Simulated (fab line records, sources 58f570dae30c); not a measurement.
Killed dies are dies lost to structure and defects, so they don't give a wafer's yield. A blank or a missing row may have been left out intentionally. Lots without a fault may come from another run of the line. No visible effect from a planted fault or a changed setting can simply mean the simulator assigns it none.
Which tool did it? || flow berkeleyCmos170 || Sampling: 14 lots, 42 wafers, 2 of 331 route steps

WHAT THE GAUGES SHOWED, per wafer
UCB170_V1_BOW_MEAS_03. Usual: V1_BOW gives 19 um (standard deviation 7).
{"lot": "L722", "measured": "day 8 13:46", "on": "filmMetro-04", "V1_BOW (um)": "7 19 12", "flag": ""}
{"lot": "L723", "measured": "day 8 15:23", "on": "filmMetro-04", "V1_BOW (um)": "23 22 25", "flag": ""}
{"lot": "L724", "measured": "day 8 15:07", "on": "filmMetro-01", "V1_BOW (um)": "34 28 22", "flag": ""}
{"lot": "L725", "measured": "day 8 15:08", "on": "filmMetro-02", "V1_BOW (um)": "25 14 17", "flag": ""}
{"lot": "L726", "measured": "day 9 08:25", "on": "filmMetro-01", "V1_BOW (um)": "15 29 21", "flag": ""}
{"lot": "L728", "measured": "day 10 04:40", "on": "filmMetro-02", "V1_BOW (um)": "21 20 38", "flag": ""}
{"lot": "L729", "measured": "day 10 06:03", "on": "filmMetro-01", "V1_BOW (um)": "25 11 22", "flag": ""}
{"lot": "L733", "measured": "day 10 11:16", "on": "filmMetro-02", "V1_BOW (um)": "24 16 20", "flag": ""}
{"lot": "L739", "measured": "day 12 00:08", "on": "filmMetro-04", "V1_BOW (um)": "9 17 22", "flag": ""}
{"lot": "L737", "measured": "day 12 04:18", "on": "filmMetro-04", "V1_BOW (um)": "18 7 11", "flag": ""}
{"lot": "L740", "measured": "day 12 08:49", "on": "filmMetro-04", "V1_BOW (um)": "22 17 11", "flag": ""}
{"lot": "L743", "measured": "day 13 04:23", "on": "filmMetro-01", "V1_BOW (um)": "18 15 15", "flag": ""}
{"lot": "L742", "measured": "day 13 06:02", "on": "filmMetro-04", "V1_BOW (um)": "5 33 26", "flag": ""}
{"lot": "L745", "measured": "day 13 13:14", "on": "filmMetro-04", "V1_BOW (um)": "16 11 19", "flag": ""}

WHAT TOOL EACH LOT RAN ON (gives the tool, then ch and the chambers of the sampled wafers, and finally the start)
{"lot": "L722", "UCB170_V1_CVD_00": "pecvd-02 ch 0,1,2, day 8 13:14"}
{"lot": "L723", "UCB170_V1_CVD_00": "pecvd-02 ch 0,1,2, day 8 14:34"}
{"lot": "L724", "UCB170_V1_CVD_00": "pecvd-03 ch 0,2, day 8 14:34"}
{"lot": "L725", "UCB170_V1_CVD_00": "pecvd-01 ch 0,2, day 8 14:34"}
{"lot": "L726", "UCB170_V1_CVD_00": "pecvd-02 ch 1,2, day 9 07:54"}
{"lot": "L728", "UCB170_V1_CVD_00": "pecvd-03 ch 0,1, day 10 04:08"}
{"lot": "L729", "UCB170_V1_CVD_00": "pecvd-02 ch 0,1,2, day 10 05:33"}
{"lot": "L733", "UCB170_V1_CVD_00": "pecvd-01 ch 1,2, day 10 10:44"}
{"lot": "L739", "UCB170_V1_CVD_00": "pecvd-01 ch 0,1, day 11 23:37"}
{"lot": "L737", "UCB170_V1_CVD_00": "pecvd-01 ch 1,2, day 12 03:45"}
{"lot": "L740", "UCB170_V1_CVD_00": "pecvd-03 ch 0,1, day 12 08:16"}
{"lot": "L743", "UCB170_V1_CVD_00": "pecvd-01 ch 0,1,2, day 13 03:52"}
{"lot": "L742", "UCB170_V1_CVD_00": "pecvd-02 ch 0,2, day 13 05:12"}
{"lot": "L745", "UCB170_V1_CVD_00": "pecvd-03 ch 0,2, day 13 12:44"}
- UCB170_V1_CVD_00: deposits SiO2 from TEOS/O2, target thk 2000 nm, time 250 s.

WHAT THE TOOLS THEMSELVES READ (means of the sampled wafers that have a number; where no wafer has one, the mark that the record gives instead)
UCB170_V1_CVD_00. Usual: heaterPowerW 276 W, standard deviation 54.
{"lot": "L722", "tool": "pecvd-02", "heaterPowerW (W)": 305, "flag": ""}
{"lot": "L723", "tool": "pecvd-02", "heaterPowerW (W)": 259, "flag": ""}
{"lot": "L724", "tool": "pecvd-03", "heaterPowerW (W)": 253, "flag": ""}
{"lot": "L725", "tool": "pecvd-01", "heaterPowerW (W)": 265, "flag": ""}
{"lot": "L726", "tool": "pecvd-02", "heaterPowerW (W)": 280, "flag": ""}
{"lot": "L728", "tool": "pecvd-03", "heaterPowerW (W)": 259, "flag": ""}
{"lot": "L729", "tool": "pecvd-02", "heaterPowerW (W)": 240, "flag": ""}
{"lot": "L733", "tool": "pecvd-01", "heaterPowerW (W)": 340, "flag": ""}
{"lot": "L739", "tool": "pecvd-01", "heaterPowerW (W)": 315, "flag": ""}
{"lot": "L737", "tool": "pecvd-01", "heaterPowerW (W)": 281, "flag": ""}
{"lot": "L740", "tool": "pecvd-03", "heaterPowerW (W)": 244, "flag": ""}
{"lot": "L743", "tool": "pecvd-01", "heaterPowerW (W)": 305, "flag": ""}
{"lot": "L742", "tool": "pecvd-02", "heaterPowerW (W)": 313, "flag": ""}
{"lot": "L745", "tool": "pecvd-03", "heaterPowerW (W)": 244, "flag": ""}

THE ANSWER, worked out from the rows above alone
Rule: a lot is off if the mean of its wafers that have a number lies more than 3 standard deviations from the usual mean. Also off: a lot with no number at a reading for which 4 or more lots have one. The other lots that the step has rows for count as sound. After the gauges, taken in route order, come the tools' own readings; for these a lot's mean is taken, as printed above. At the first step where some lot is off, the reading lying furthest off is the one used; lots without a number count as furthest.
No lot is off on any of the readings shown, so nothing can be concluded from this.

WHAT THE SIMULATOR PUT IN
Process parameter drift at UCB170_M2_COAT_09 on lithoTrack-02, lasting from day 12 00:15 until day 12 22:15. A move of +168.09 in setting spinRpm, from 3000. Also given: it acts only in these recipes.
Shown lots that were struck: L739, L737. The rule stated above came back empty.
